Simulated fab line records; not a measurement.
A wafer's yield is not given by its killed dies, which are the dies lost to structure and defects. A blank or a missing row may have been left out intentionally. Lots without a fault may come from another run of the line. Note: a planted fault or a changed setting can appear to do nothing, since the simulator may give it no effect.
fab line records / flow berkeleyCmos170
record: lots: 5 wafers: 15 lastDay: 11
route steps=331 shown PFIELD@85 FIELD@89 SACOX@97
lots that met no fault: from a run of the same line without faults
startH: hours from the record's first day to the start of the lot's first wafer shown / waitH: hours from the lot's prior step to this one / " as in the row above / L1.1+2: several wafers, shown together as one row / - no value, or no start was given / * or withheld: withheld / < > ~ a bound
route shown NAME@n: a module of which the file shows steps, and the number in the route of the first / usual: mean/standard deviation taken from wafers without a fault / same: alike in all rows / chamber/n: place in a boat / sites: each site's reading / _std_site: standard deviation across them / _edge_site: inner sites' mean taken away from outer sites' mean / radiusMm: for every site, how far away it sits from the centre of the wafer / mask NAME#n: copy n / behind: the tool/chamber that last shaped the wafer / hold: reason for holding the lot/hours on hold/outcome of the hold / device: names the non-switching transistor (n, p or np) / end of line: tests of these same wafers at the route's end / a step given without rows: its recipe and nothing more / killed: dies that structure and defects cost at the first sort, which is not the same as the wafer's yield / map: a wafer's dies, marking killed ones x, the rest . and places with no die _
set.NAME: the setting that was run; set.NAME@STEP: the one run at that earlier step / model.NAME: the simulator's own value behind a step, which no gauge read
lots seen at some steps along the route; tables by step, rows by wafer
services: from which hour (startH, from the record's first day; less than 0 if before it) a tool's chamber was out of use, for how many hours, and why
== steps ==
step: UCB170_PFIELD_OVL_MEAS_06
usual: PFIELD_OVL: 0/5.3
lot.wafer=L075.1 tool=overlay-01 chamber=- startH=81.77 waitH=- PFIELD_OVL[nm]=-6
lot.wafer=L075.3 tool=overlay-01 chamber=- startH=81.77 waitH=- PFIELD_OVL[nm]=-2
lot.wafer=L075.5 tool=overlay-01 chamber=- startH=81.77 waitH=- PFIELD_OVL[nm]=0
lot.wafer=L081.1 tool=overlay-02 chamber=- startH=122.64 waitH=- PFIELD_OVL[nm]=-1
lot.wafer=L081.2 tool=overlay-02 chamber=- startH=122.64 waitH=- PFIELD_OVL[nm]=0
lot.wafer=L081.4 tool=overlay-02 chamber=- startH=122.64 waitH=- PFIELD_OVL[nm]=-2
lot.wafer=L085.1 tool=overlay-02 chamber=- startH=133.90 waitH=- PFIELD_OVL[nm]=-4
lot.wafer=L085.5 tool=overlay-02 chamber=- startH=133.90 waitH=- PFIELD_OVL[nm]=-5
lot.wafer=L085.6 tool=overlay-02 chamber=- startH=133.90 waitH=- PFIELD_OVL[nm]=-9
lot.wafer=L087.2 tool=overlay-01 chamber=- startH=148.86 waitH=- PFIELD_OVL[nm]=-2
lot.wafer=L087.5 tool=overlay-01 chamber=- startH=148.86 waitH=- PFIELD_OVL[nm]=2
lot.wafer=L087.6 tool=overlay-01 chamber=- startH=148.86 waitH=- PFIELD_OVL[nm]=-4
lot.wafer=L093.4 tool=overlay-02 chamber=- startH=178.50 waitH=- PFIELD_OVL[nm]=5
lot.wafer=L093.5 tool=overlay-02 chamber=- startH=178.50 waitH=- PFIELD_OVL[nm]=2
lot.wafer=L093.6 tool=overlay-02 chamber=- startH=178.50 waitH=- PFIELD_OVL[nm]=6
step: UCB170_PFIELD_IMPLANT_07
recipe: species: B doseCm2: 2e+13 energyKev: 80 tiltDeg: 7
lot.wafer=L075.1+3+5 tool=implanter-04 chamber=0 startH=81.80 waitH=0.0
lot.wafer=L081.1+2+4 tool=implanter-04 chamber=0 startH=122.68 waitH=0.0
lot.wafer=L085.1+5+6 tool=implanter-01 chamber=0 startH=133.94 waitH=0.0
lot.wafer=L087.2+5+6 tool=implanter-04 chamber=0 startH=148.92 waitH=0.0
lot.wafer=L093.4+5+6 tool=implanter-01 chamber=0 startH=178.59 waitH=0.1
step: UCB170_PFIELD_STRIP_08
recipe: chemistry: O2 powerW: 400 pressureMtorr: 3500 platenTempC: withheld o2FlowSccm: 400 overashFraction: 0.5
usual: drypumpMotorCurrentA: 5.8/0.49 oesProductAu: 0.734/0.0045 stripTimeToEndpointS: 21.63/0.053
lot.wafer=L075.1 tool=plasmaAsher-04 chamber=1 startH=81.95 waitH=0.1 drypumpMotorCurrentA=6.3 oesProductAu=0.730 rfHoursCounterH=27 stripTimeToEndpointS=21.67
lot.wafer=L075.3 tool=plasmaAsher-04 chamber=1 startH=81.95 waitH=0.1 drypumpMotorCurrentA=6.3 oesProductAu=0.727 rfHoursCounterH=- stripTimeToEndpointS=21.67
lot.wafer=L075.5 tool=plasmaAsher-04 chamber=1 startH=81.95 waitH=0.1 drypumpMotorCurrentA=6.3 oesProductAu=0.728 rfHoursCounterH=- stripTimeToEndpointS=21.65
lot.wafer=L081.1 tool=plasmaAsher-02 chamber=1 startH=122.83 waitH=0.1 drypumpMotorCurrentA=6.5 oesProductAu=0.731 rfHoursCounterH=44 stripTimeToEndpointS=21.71
lot.wafer=L081.2 tool=plasmaAsher-02 chamber=0 startH=122.83 waitH=0.1 drypumpMotorCurrentA=5.4 oesProductAu=0.736 rfHoursCounterH=44 stripTimeToEndpointS=21.66
lot.wafer=L081.4 tool=plasmaAsher-02 chamber=0 startH=122.83 waitH=0.1 drypumpMotorCurrentA=5.4 oesProductAu=0.732 rfHoursCounterH=- stripTimeToEndpointS=21.66
lot.wafer=L085.1 tool=plasmaAsher-03 chamber=1 startH=134.09 waitH=0.1 drypumpMotorCurrentA=6.0 oesProductAu=0.732 rfHoursCounterH=46 stripTimeToEndpointS=21.55
lot.wafer=L085.5 tool=plasmaAsher-03 chamber=0 startH=134.09 waitH=0.1 drypumpMotorCurrentA=5.6 oesProductAu=0.734 rfHoursCounterH=- stripTimeToEndpointS=21.63
lot.wafer=L085.6 tool=plasmaAsher-03 chamber=1 startH=134.09 waitH=0.1 drypumpMotorCurrentA=6.0 oesProductAu=0.735 rfHoursCounterH=- stripTimeToEndpointS=21.56
lot.wafer=L087.2 tool=plasmaAsher-02 chamber=0 startH=149.04 waitH=0.1 drypumpMotorCurrentA=5.4 oesProductAu=0.733 rfHoursCounterH=48 stripTimeToEndpointS=21.59
lot.wafer=L087.5 tool=plasmaAsher-02 chamber=0 startH=149.04 waitH=0.1 drypumpMotorCurrentA=5.4 oesProductAu=0.732 rfHoursCounterH=- stripTimeToEndpointS=21.72
lot.wafer=L087.6 tool=plasmaAsher-02 chamber=1 startH=149.04 waitH=0.1 drypumpMotorCurrentA=6.5 oesProductAu=0.740 rfHoursCounterH=- stripTimeToEndpointS=21.74
lot.wafer=L093.4 tool=plasmaAsher-03 chamber=1 startH=178.70 waitH=0.1 drypumpMotorCurrentA=6.0 oesProductAu=0.737 rfHoursCounterH=- stripTimeToEndpointS=21.59
lot.wafer=L093.5 tool=plasmaAsher-03 chamber=0 startH=178.70 waitH=0.1 drypumpMotorCurrentA=5.6 oesProductAu=0.732 rfHoursCounterH=- stripTimeToEndpointS=21.59
lot.wafer=L093.6 tool=plasmaAsher-03 chamber=1 startH=178.70 waitH=0.1 drypumpMotorCurrentA=6.0 oesProductAu=0.729 rfHoursCounterH=- stripTimeToEndpointS=21.60
step: UCB170_PFIELD_TW_MEAS_09
usual: PFIELD_TW: 601/6.4
lot.wafer=L075.1 tool=filmMetro-03 chamber=- startH=82.05 waitH=0.1 PFIELD_TW=597
lot.wafer=L075.3 tool=filmMetro-03 chamber=- startH=82.05 waitH=0.1 PFIELD_TW=591
lot.wafer=L075.5 tool=filmMetro-03 chamber=- startH=82.05 waitH=0.1 PFIELD_TW=595
lot.wafer=L081.1 tool=filmMetro-03 chamber=- startH=122.93 waitH=0.1 PFIELD_TW=597
lot.wafer=L081.2 tool=filmMetro-03 chamber=- startH=122.93 waitH=0.1 PFIELD_TW=595
lot.wafer=L081.4 tool=filmMetro-03 chamber=- startH=122.93 waitH=0.1 PFIELD_TW=595
lot.wafer=L085.1 tool=filmMetro-04 chamber=- startH=134.19 waitH=0.1 PFIELD_TW=611
lot.wafer=L085.5 tool=filmMetro-04 chamber=- startH=134.19 waitH=0.1 PFIELD_TW=611
lot.wafer=L085.6 tool=filmMetro-04 chamber=- startH=134.19 waitH=0.1 PFIELD_TW=611
lot.wafer=L087.2 tool=filmMetro-04 chamber=- startH=149.15 waitH=0.1 PFIELD_TW=607
lot.wafer=L087.5 tool=filmMetro-04 chamber=- startH=149.15 waitH=0.1 PFIELD_TW=607
lot.wafer=L087.6 tool=filmMetro-04 chamber=- startH=149.15 waitH=0.1 PFIELD_TW=609
lot.wafer=L093.4 tool=filmMetro-03 chamber=- startH=178.79 waitH=0.1 PFIELD_TW=592
lot.wafer=L093.5 tool=filmMetro-03 chamber=- startH=178.79 waitH=0.1 PFIELD_TW=597
lot.wafer=L093.6 tool=filmMetro-03 chamber=- startH=178.79 waitH=0.1 PFIELD_TW=598
step: UCB170_FIELD_CLEAN_00
recipe: chemistry: dHF dilution: 25:1 timeS: 7.5
lot.wafer=L075.1+3+5 tool=wetBench-02 chamber=2 startH=82.11 waitH=0.1
lot.wafer=L081.1+2+4 tool=wetBench-04 chamber=0 startH=122.99 waitH=0.1
lot.wafer=L085.1+5+6 tool=wetBench-02 chamber=0 startH=134.25 waitH=0.1
lot.wafer=L087.2+5+6 tool=wetBench-03 chamber=0 startH=149.20 waitH=0.0
lot.wafer=L093.4+5+6 tool=wetBench-02 chamber=1 startH=181.50 waitH=2.7
step: UCB170_FIELD_OXIDATION_01
recipe: tempC: 1000 ambient: H2O pH2oTorr: 584.62 targetThkA: 5583 oxTimeS: 7200
usual: spikeTcCentreC: 1002.6/1.3 zonePowerLoadPct: 34/5.2 zonePowerSourcePct: 34/3.7
lot.wafer=L075.1 tool=furnace-03 chamber=0 startH=85.22 waitH=3.1 spikeTcCentreC=1004.7 zonePowerLoadPct=31 zonePowerSourcePct=39
lot.wafer=L075.3 tool=furnace-03 chamber=0 startH=85.22 waitH=3.1 spikeTcCentreC=1005.3 zonePowerLoadPct=31 zonePowerSourcePct=38
lot.wafer=L075.5 tool=furnace-03 chamber=0 startH=85.22 waitH=3.1 spikeTcCentreC=1001.2 zonePowerLoadPct=31 zonePowerSourcePct=38
lot.wafer=L081.1 tool=furnace-03 chamber=0 startH=123.00 waitH=0.0 spikeTcCentreC=1003.8 zonePowerLoadPct=31 zonePowerSourcePct=39
lot.wafer=L081.2 tool=furnace-03 chamber=0 startH=123.00 waitH=0.0 spikeTcCentreC=1005.1 zonePowerLoadPct=31 zonePowerSourcePct=38
lot.wafer=L081.4 tool=furnace-03 chamber=0 startH=123.00 waitH=0.0 spikeTcCentreC=1002.7 zonePowerLoadPct=31 zonePowerSourcePct=38
lot.wafer=L085.1 tool=furnace-03 chamber=0 startH=136.85 waitH=2.6 spikeTcCentreC=1004.6 zonePowerLoadPct=31 zonePowerSourcePct=38
lot.wafer=L085.5 tool=furnace-03 chamber=0 startH=136.85 waitH=2.6 spikeTcCentreC=1004.0 zonePowerLoadPct=31 zonePowerSourcePct=38
lot.wafer=L085.6 tool=furnace-03 chamber=0 startH=136.85 waitH=2.6 spikeTcCentreC=1004.1 zonePowerLoadPct=31 zonePowerSourcePct=38
lot.wafer=L087.2 tool=furnace-02 chamber=0 startH=152.39 waitH=3.2 spikeTcCentreC=1002.0 zonePowerLoadPct=40 zonePowerSourcePct=30
lot.wafer=L087.5 tool=furnace-02 chamber=0 startH=152.39 waitH=3.2 spikeTcCentreC=1000.9 zonePowerLoadPct=41 zonePowerSourcePct=29
lot.wafer=L087.6 tool=furnace-02 chamber=0 startH=152.39 waitH=3.2 spikeTcCentreC=1001.2 zonePowerLoadPct=42 zonePowerSourcePct=30
lot.wafer=L093.4 tool=furnace-03 chamber=0 startH=182.65 waitH=1.1 spikeTcCentreC=1002.5 zonePowerLoadPct=31 zonePowerSourcePct=39
lot.wafer=L093.5 tool=furnace-03 chamber=0 startH=182.65 waitH=1.1 spikeTcCentreC=1004.1 zonePowerLoadPct=31 zonePowerSourcePct=38
lot.wafer=L093.6 tool=furnace-03 chamber=0 startH=182.65 waitH=1.1 spikeTcCentreC=1003.7 zonePowerLoadPct=31 zonePowerSourcePct=38
step: UCB170_FIELD_THK_MEAS_02
recipe: reads: SiO2_of_FIELD_OXIDATION_01
usual: FIELD_OXIDE_THK: 559/12
lot.wafer=L075.1 tool=filmMetro-03 chamber=- startH=88.22 waitH=0.0 FIELD_OXIDE_THK[nm]=550
lot.wafer=L075.3 tool=filmMetro-03 chamber=- startH=88.22 waitH=0.0 FIELD_OXIDE_THK[nm]=557
lot.wafer=L075.5 tool=filmMetro-03 chamber=- startH=88.22 waitH=0.0 FIELD_OXIDE_THK[nm]=561
lot.wafer=L081.1 tool=filmMetro-02 chamber=- startH=126.00 waitH=0.0 FIELD_OXIDE_THK[nm]=557
lot.wafer=L081.2 tool=filmMetro-02 chamber=- startH=126.00 waitH=0.0 FIELD_OXIDE_THK[nm]=562
lot.wafer=L081.4 tool=filmMetro-02 chamber=- startH=126.00 waitH=0.0 FIELD_OXIDE_THK[nm]=556
lot.wafer=L085.1 tool=filmMetro-03 chamber=- startH=139.91 waitH=0.1 FIELD_OXIDE_THK[nm]=568
lot.wafer=L085.5 tool=filmMetro-03 chamber=- startH=139.91 waitH=0.1 FIELD_OXIDE_THK[nm]=564
lot.wafer=L085.6 tool=filmMetro-03 chamber=- startH=139.91 waitH=0.1 FIELD_OXIDE_THK[nm]=572
lot.wafer=L087.2 tool=filmMetro-02 chamber=- startH=155.40 waitH=0.0 FIELD_OXIDE_THK[nm]=542
lot.wafer=L087.5 tool=filmMetro-02 chamber=- startH=155.40 waitH=0.0 FIELD_OXIDE_THK[nm]=548
lot.wafer=L087.6 tool=filmMetro-02 chamber=- startH=155.40 waitH=0.0 FIELD_OXIDE_THK[nm]=547
lot.wafer=L093.4 tool=filmMetro-02 chamber=- startH=185.68 waitH=0.0 FIELD_OXIDE_THK[nm]=561
lot.wafer=L093.5 tool=filmMetro-02 chamber=- startH=185.68 waitH=0.0 FIELD_OXIDE_THK[nm]=567
lot.wafer=L093.6 tool=filmMetro-02 chamber=- startH=185.68 waitH=0.0 FIELD_OXIDE_THK[nm]=567
step: UCB170_FIELD_ANNEAL_03
recipe: tempC: 1000 timeS: 1200 ambient: N2
usual: spikeTcCentreC: 1002.2/1.3 zonePowerLoadPct: 36/5.4 zonePowerSourcePct: 33/3.3
lot.wafer=L075.1 tool=furnace-04 chamber=0 startH=89.93 waitH=1.7 spikeTcCentreC=1002.1 zonePowerLoadPct=30 zonePowerSourcePct=34
lot.wafer=L075.3 tool=furnace-04 chamber=0 startH=89.93 waitH=1.7 spikeTcCentreC=1003.7 zonePowerLoadPct=30 zonePowerSourcePct=34
lot.wafer=L075.5 tool=furnace-04 chamber=0 startH=89.93 waitH=1.7 spikeTcCentreC=1003.3 zonePowerLoadPct=30 zonePowerSourcePct=35
lot.wafer=L081.1 tool=furnace-04 chamber=0 startH=128.66 waitH=2.7 spikeTcCentreC=1002.4 zonePowerLoadPct=29 zonePowerSourcePct=35
lot.wafer=L081.2 tool=furnace-04 chamber=0 startH=128.66 waitH=2.7 spikeTcCentreC=1002.8 zonePowerLoadPct=30 zonePowerSourcePct=35
lot.wafer=L081.4 tool=furnace-04 chamber=0 startH=128.66 waitH=2.7 spikeTcCentreC=1002.3 zonePowerLoadPct=30 zonePowerSourcePct=35
lot.wafer=L085.1 tool=furnace-03 chamber=0 startH=142.35 waitH=2.4 spikeTcCentreC=1004.7 zonePowerLoadPct=31 zonePowerSourcePct=39
lot.wafer=L085.5 tool=furnace-03 chamber=0 startH=142.35 waitH=2.4 spikeTcCentreC=1004.1 zonePowerLoadPct=31 zonePowerSourcePct=38
lot.wafer=L085.6 tool=furnace-03 chamber=0 startH=142.35 waitH=2.4 spikeTcCentreC=1004.5 zonePowerLoadPct=30 zonePowerSourcePct=38
lot.wafer=L087.2 tool=furnace-02 chamber=0 startH=158.24 waitH=2.8 spikeTcCentreC=1000.5 zonePowerLoadPct=41 zonePowerSourcePct=30
lot.wafer=L087.5 tool=furnace-02 chamber=0 startH=158.24 waitH=2.8 spikeTcCentreC=1001.9 zonePowerLoadPct=41 zonePowerSourcePct=30
lot.wafer=L087.6 tool=furnace-02 chamber=0 startH=158.24 waitH=2.8 spikeTcCentreC=1002.5 zonePowerLoadPct=40 zonePowerSourcePct=29
lot.wafer=L093.4 tool=furnace-02 chamber=0 startH=188.98 waitH=3.3 spikeTcCentreC=1000.6 zonePowerLoadPct=41 zonePowerSourcePct=30
lot.wafer=L093.5 tool=furnace-02 chamber=0 startH=188.98 waitH=3.3 spikeTcCentreC=1002.3 zonePowerLoadPct=41 zonePowerSourcePct=30
lot.wafer=L093.6 tool=furnace-02 chamber=0 startH=188.98 waitH=3.3 spikeTcCentreC=1001.9 zonePowerLoadPct=41 zonePowerSourcePct=30
step: UCB170_FIELD_WET_ETCH_04
recipe: chemistry: dHF dilution: 10:1 target: SiO2 tempC: 25 timeS: 60
lot.wafer=L075.1+3+5 tool=wetBench-04 chamber=0 startH=91.26 waitH=0.0
lot.wafer=L081.1+2+4 tool=wetBench-04 chamber=0 startH=129.99 waitH=0.0
lot.wafer=L085.1+5+6 tool=wetBench-02 chamber=1 startH=143.68 waitH=0.0
lot.wafer=L087.2+5+6 tool=wetBench-04 chamber=2 startH=159.58 waitH=0.0
lot.wafer=L093.4+5+6 tool=wetBench-02 chamber=0 startH=190.31 waitH=0.0
step: UCB170_FIELD_WET_ETCH_05
recipe: chemistry: H3PO4 target: Si3N4 tempC: 160 timeS: 12600
usual: bathGuardTempC: 159.9/0.68
lot.wafer=L075.1 tool=wetBench-02 chamber=3 startH=91.29 waitH=0.0 bathGuardTempC=159.3
lot.wafer=L075.3 tool=wetBench-02 chamber=3 startH=91.29 waitH=0.0 bathGuardTempC=159.4
lot.wafer=L075.5 tool=wetBench-02 chamber=3 startH=91.29 waitH=0.0 bathGuardTempC=159.2
lot.wafer=L081.1 tool=wetBench-04 chamber=0 startH=130.02 waitH=0.0 bathGuardTempC=160.1
lot.wafer=L081.2 tool=wetBench-04 chamber=0 startH=130.02 waitH=0.0 bathGuardTempC=160.1
lot.wafer=L081.4 tool=wetBench-04 chamber=0 startH=130.02 waitH=0.0 bathGuardTempC=160.0
lot.wafer=L085.1 tool=wetBench-03 chamber=2 startH=143.71 waitH=0.0 bathGuardTempC=160.1
lot.wafer=L085.5 tool=wetBench-03 chamber=2 startH=143.71 waitH=0.0 bathGuardTempC=160.0
lot.wafer=L085.6 tool=wetBench-03 chamber=2 startH=143.71 waitH=0.0 bathGuardTempC=159.7
lot.wafer=L087.2 tool=wetBench-04 chamber=3 startH=159.60 waitH=0.0 bathGuardTempC=159.2
lot.wafer=L087.5 tool=wetBench-04 chamber=3 startH=159.60 waitH=0.0 bathGuardTempC=159.5
lot.wafer=L087.6 tool=wetBench-04 chamber=3 startH=159.60 waitH=0.0 bathGuardTempC=159.6
lot.wafer=L093.4 tool=wetBench-03 chamber=0 startH=190.34 waitH=0.0 bathGuardTempC=161.6
lot.wafer=L093.5 tool=wetBench-03 chamber=0 startH=190.34 waitH=0.0 bathGuardTempC=161.4
lot.wafer=L093.6 tool=wetBench-03 chamber=0 startH=190.34 waitH=0.0 bathGuardTempC=161.0
step: UCB170_FIELD_WET_ETCH_06
recipe: chemistry: BOE dilution: 5:1 target: SiO2 tempC: 25 timeS: 22
lot.wafer=L075.1+3+5 tool=wetBench-04 chamber=1 startH=95.17 waitH=0.1
lot.wafer=L081.1+2+4 tool=wetBench-04 chamber=2 startH=133.52 waitH=0.0
lot.wafer=L085.1+5+6 tool=wetBench-04 chamber=2 startH=147.21 waitH=0.0
lot.wafer=L087.2+5+6 tool=wetBench-04 chamber=2 startH=163.11 waitH=0.0
lot.wafer=L093.4+5+6 tool=wetBench-04 chamber=1 startH=194.17 waitH=0.0
step: UCB170_FIELD_THK_MEAS_90
recipe: reads: SiO2_of_FIELD_OXIDATION_01
usual: FIELD_OXIDE_LEFT_1_THK: 443/12
lot.wafer=L075.1 tool=filmMetro-03 chamber=- startH=95.18 waitH=0.0 FIELD_OXIDE_LEFT_1_THK[nm]=434
lot.wafer=L075.3 tool=filmMetro-03 chamber=- startH=95.18 waitH=0.0 FIELD_OXIDE_LEFT_1_THK[nm]=442
lot.wafer=L075.5 tool=filmMetro-03 chamber=- startH=95.18 waitH=0.0 FIELD_OXIDE_LEFT_1_THK[nm]=446
lot.wafer=L081.1 tool=filmMetro-03 chamber=- startH=133.54 waitH=0.0 FIELD_OXIDE_LEFT_1_THK[nm]=440
lot.wafer=L081.2 tool=filmMetro-03 chamber=- startH=133.54 waitH=0.0 FIELD_OXIDE_LEFT_1_THK[nm]=444
lot.wafer=L081.4 tool=filmMetro-03 chamber=- startH=133.54 waitH=0.0 FIELD_OXIDE_LEFT_1_THK[nm]=439
lot.wafer=L085.1 tool=filmMetro-02 chamber=- startH=147.23 waitH=0.0 FIELD_OXIDE_LEFT_1_THK[nm]=452
lot.wafer=L085.5 tool=filmMetro-02 chamber=- startH=147.23 waitH=0.0 FIELD_OXIDE_LEFT_1_THK[nm]=447
lot.wafer=L085.6 tool=filmMetro-02 chamber=- startH=147.23 waitH=0.0 FIELD_OXIDE_LEFT_1_THK[nm]=456
lot.wafer=L087.2 tool=filmMetro-01 chamber=- startH=163.13 waitH=0.0 FIELD_OXIDE_LEFT_1_THK[nm]=425
lot.wafer=L087.5 tool=filmMetro-01 chamber=- startH=163.13 waitH=0.0 FIELD_OXIDE_LEFT_1_THK[nm]=430
lot.wafer=L087.6 tool=filmMetro-01 chamber=- startH=163.13 waitH=0.0 FIELD_OXIDE_LEFT_1_THK[nm]=430
lot.wafer=L093.4 tool=filmMetro-03 chamber=- startH=194.21 waitH=0.0 FIELD_OXIDE_LEFT_1_THK[nm]=444
lot.wafer=L093.5 tool=filmMetro-03 chamber=- startH=194.21 waitH=0.0 FIELD_OXIDE_LEFT_1_THK[nm]=450
lot.wafer=L093.6 tool=filmMetro-03 chamber=- startH=194.21 waitH=0.0 FIELD_OXIDE_LEFT_1_THK[nm]=450
step: UCB170_SACOX_CLEAN_00
recipe: chemistry: dHF dilution: 25:1 timeS: 7.5
lot.wafer=L075.1+3+5 tool=wetBench-04 chamber=3 startH=95.38 waitH=0.2
lot.wafer=L081.1+2+4 tool=wetBench-04 chamber=3 startH=133.60 waitH=0.1
lot.wafer=L085.1+5+6 tool=wetBench-04 chamber=0 startH=147.29 waitH=0.1
lot.wafer=L087.2+5+6 tool=wetBench-04 chamber=2 startH=163.18 waitH=0.0
lot.wafer=L093.4+5+6 tool=wetBench-04 chamber=2 startH=194.24 waitH=0.0
step: UCB170_SACOX_OXIDATION_01
recipe: tempC: 900 ambient: O2 targetThkA: 144 oxTimeS: 2400
usual: spikeTcCentreC: 903.9/1.1 zonePowerLoadPct: 24.1/0.31 zonePowerSourcePct: 32.8/2.4
lot.wafer=L075.1 tool=furnace-01 chamber=0 startH=97.40 waitH=2.0 spikeTcCentreC=904.3 zonePowerLoadPct=24.5 zonePowerSourcePct=35.0
lot.wafer=L075.3 tool=furnace-01 chamber=0 startH=97.40 waitH=2.0 spikeTcCentreC=902.9 zonePowerLoadPct=24.1 zonePowerSourcePct=34.1
lot.wafer=L075.5 tool=furnace-01 chamber=0 startH=97.40 waitH=2.0 spikeTcCentreC=904.7 zonePowerLoadPct=24.0 zonePowerSourcePct=35.2
lot.wafer=L081.1 tool=furnace-01 chamber=0 startH=134.18 waitH=0.6 spikeTcCentreC=905.7 zonePowerLoadPct=23.8 zonePowerSourcePct=35.2
lot.wafer=L081.2 tool=furnace-01 chamber=0 startH=134.18 waitH=0.6 spikeTcCentreC=903.9 zonePowerLoadPct=24.1 zonePowerSourcePct=34.2
lot.wafer=L081.4 tool=furnace-01 chamber=0 startH=134.18 waitH=0.6 spikeTcCentreC=904.7 zonePowerLoadPct=24.3 zonePowerSourcePct=34.6
lot.wafer=L085.1 tool=furnace-01 chamber=0 startH=149.61 waitH=2.3 spikeTcCentreC=905.1 zonePowerLoadPct=24.2 zonePowerSourcePct=33.7
lot.wafer=L085.5 tool=furnace-01 chamber=0 startH=149.61 waitH=2.3 spikeTcCentreC=904.0 zonePowerLoadPct=23.9 zonePowerSourcePct=35.0
lot.wafer=L085.6 tool=furnace-01 chamber=0 startH=149.61 waitH=2.3 spikeTcCentreC=904.6 zonePowerLoadPct=24.3 zonePowerSourcePct=34.6
lot.wafer=L087.2 tool=furnace-03 chamber=0 startH=166.95 waitH=3.8 spikeTcCentreC=904.7 zonePowerLoadPct=24.3 zonePowerSourcePct=29.6
lot.wafer=L087.5 tool=furnace-03 chamber=0 startH=166.95 waitH=3.8 spikeTcCentreC=903.7 zonePowerLoadPct=23.9 zonePowerSourcePct=30.6
lot.wafer=L087.6 tool=furnace-03 chamber=0 startH=166.95 waitH=3.8 spikeTcCentreC=901.9 zonePowerLoadPct=24.0 zonePowerSourcePct=30.5
lot.wafer=L093.4 tool=furnace-04 chamber=0 startH=196.74 waitH=2.5 spikeTcCentreC=902.7 zonePowerLoadPct=22.9 zonePowerSourcePct=27.2
lot.wafer=L093.5 tool=furnace-04 chamber=0 startH=196.74 waitH=2.5 spikeTcCentreC=904.2 zonePowerLoadPct=23.5 zonePowerSourcePct=27.1
lot.wafer=L093.6 tool=furnace-04 chamber=0 startH=196.74 waitH=2.5 spikeTcCentreC=905.0 zonePowerLoadPct=23.1 zonePowerSourcePct=26.9
step: UCB170_SACOX_THK_MEAS_02
recipe: reads: SiO2_of_SACOX_OXIDATION_01
usual: SACOX_OXIDE_THK: 14.43/0.24
lot.wafer=L075.1 tool=filmMetro-03 chamber=- startH=99.22 waitH=0.2 SACOX_OXIDE_THK[nm]=14.43
lot.wafer=L075.3 tool=filmMetro-03 chamber=- startH=99.22 waitH=0.2 SACOX_OXIDE_THK[nm]=14.24
lot.wafer=L075.5 tool=filmMetro-03 chamber=- startH=99.22 waitH=0.2 SACOX_OXIDE_THK[nm]=14.50
lot.wafer=L081.1 tool=filmMetro-04 chamber=- startH=135.85 waitH=0.0 SACOX_OXIDE_THK[nm]=14.38
lot.wafer=L081.2 tool=filmMetro-04 chamber=- startH=135.85 waitH=0.0 SACOX_OXIDE_THK[nm]=14.29
lot.wafer=L081.4 tool=filmMetro-04 chamber=- startH=135.85 waitH=0.0 SACOX_OXIDE_THK[nm]=14.50
lot.wafer=L085.1 tool=filmMetro-04 chamber=- startH=151.28 waitH=0.0 SACOX_OXIDE_THK[nm]=14.19
lot.wafer=L085.5 tool=filmMetro-04 chamber=- startH=151.28 waitH=0.0 SACOX_OXIDE_THK[nm]=14.37
lot.wafer=L085.6 tool=filmMetro-04 chamber=- startH=151.28 waitH=0.0 SACOX_OXIDE_THK[nm]=14.52
lot.wafer=L087.2 tool=filmMetro-04 chamber=- startH=168.63 waitH=0.0 SACOX_OXIDE_THK[nm]=14.81
lot.wafer=L087.5 tool=filmMetro-04 chamber=- startH=168.63 waitH=0.0 SACOX_OXIDE_THK[nm]=14.57
lot.wafer=L087.6 tool=filmMetro-04 chamber=- startH=168.63 waitH=0.0 SACOX_OXIDE_THK[nm]=14.57
lot.wafer=L093.4 tool=filmMetro-03 chamber=- startH=198.43 waitH=0.0 SACOX_OXIDE_THK[nm]=14.63
lot.wafer=L093.5 tool=filmMetro-03 chamber=- startH=198.43 waitH=0.0 SACOX_OXIDE_THK[nm]=14.53
lot.wafer=L093.6 tool=filmMetro-03 chamber=- startH=198.43 waitH=0.0 SACOX_OXIDE_THK[nm]=14.50
== services ==
tool=furnace-03 chamber=- startH=59.24 hours=3.4 kind=pm
tool=furnace-03 chamber=- startH=73.72 hours=4.3 kind=pm
tool=furnace-04 chamber=- startH=75.24 hours=4.8 kind=pm
tool=implanter-04 chamber=- startH=88.85 hours=3.5 kind=repair
tool=implanter-01 chamber=- startH=89.35 hours=5.2 kind=pm
tool=plasmaAsher-03 chamber=- startH=119.09 hours=1.5 kind=repair
tool=plasmaAsher-04 chamber=- startH=132.72 hours=7.5 kind=repair
tool=plasmaAsher-02 chamber=- startH=134.62 hours=1.7 kind=repair
tool=implanter-04 chamber=- startH=136.19 hours=3.0 kind=pm
tool=furnace-04 chamber=- startH=138.59 hours=2.8 kind=pm
tool=furnace-01 chamber=- startH=159.70 hours=3.7 kind=pm
tool=furnace-01 chamber=- startH=163.40 hours=6.7 kind=pm
tool=plasmaAsher-03 chamber=- startH=179.76 hours=2.8 kind=pm
tool=implanter-01 chamber=- startH=179.97 hours=2.6 kind=pm
tool=furnace-02 chamber=- startH=182.25 hours=3.2 kind=pm
== key ==
fault none
